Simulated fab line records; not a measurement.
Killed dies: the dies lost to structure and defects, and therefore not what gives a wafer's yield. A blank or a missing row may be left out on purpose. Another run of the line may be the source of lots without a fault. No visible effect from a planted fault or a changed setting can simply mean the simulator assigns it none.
8D (eight disciplines) problem report, filled in by code + flow rit cmos + the parts of the form that need people (team, actions taken, sign-off) are left out

## 1. WHAT IS WRONG
developer temp C at RIT_PSD_DEVELOP_05 reads a mean of 20.70 C on 9 wafers of 3 lots; wafers without a fault read 22.98 C with a standard deviation of 0.11. Relative to the usual mean, that is a shift of -21 standard deviations.
The step: develop time 50 s.
First seen on wafer L449.1, day 6 23:00, on litho track-04. The record holds 45 wafers of 15 lots with a number at this step. Rule for "out" (also "out of limits"): further than 4 standard deviations from the usual mean. The rest of the wafers with a number are treated as sound.

## 2. WHAT IT IS, AND WHAT IT ISN'T
| question                    | is                     | is not                                                                    |
|-----------------------------|------------------------|---------------------------------------------------------------------------|
| which readings at this step | developer temp C       | -                                                                         |
| which lots                  | L449, L450, L452       | L431, L435, L436, L437, L438, L439, L441, L442, L443, L444, L451, L453    |
| which wafers of those lots  | all that have a number | -                                                                         |
| read on which tools         | litho track-04         | litho track-01, litho track-03                                            |
| when                        | from day 6 23:00       | up to then (30 sound wafers); but 6 sound wafers of L451, L453 came after |

## 3. WHAT RULES OUT EACH SUSPECT
Counting: a tool stays on the suspect list if, at a process step up to the reading, it processed all lots that are out and no sound lot following the first of them.
- litho track-04 at RIT_PSD_DEVELOP_05 (develop time 50 s): kept. It ran every lot that is out, first L449 (day 6 23:00), and no sound lot after that; its last sound lot up to then is L442 (day 5 14:00). Out on those wafers are its own readings of developer temp C.
The count leaves litho track-04 at RIT_PSD_DEVELOP_05.

## 4. THE CAUSE (what the simulator had put in)
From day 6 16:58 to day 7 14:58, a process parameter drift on litho track-04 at RIT_PSD_DEVELOP_05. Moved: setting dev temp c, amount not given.
Only this tool survived the counting.

## 5. THE EFFECT CHAIN, in route order
Rows list readings where the struck wafers' mean (over those with a number) sits beyond 3 standard deviations from the usual. Only readings for which the record gives a usual standard deviation are gone through. hours: the time from each lot's start at the first step in this table that gives one to its start at this step, as a median over the lots. sigmas: the change in usual standard deviations.
| hours | step               | reading          | usual   | on struck wafers | change | sigmas |
|-------|--------------------|------------------|---------|------------------|--------|--------|
| 0     | RIT_PSD_DEVELOP_05 | developer temp C | 22.98 C | 20.70            | -2.28  | -21    |
Here are the process steps it includes:
- RIT_PSD_DEVELOP_05: develop time 50 s.

## 6. HOW IT WOULD HAVE BEEN CAUGHT EARLIER
The fault began at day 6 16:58; the first out-of-limits reading in this record came at day 6 23:00, 6 hours later.
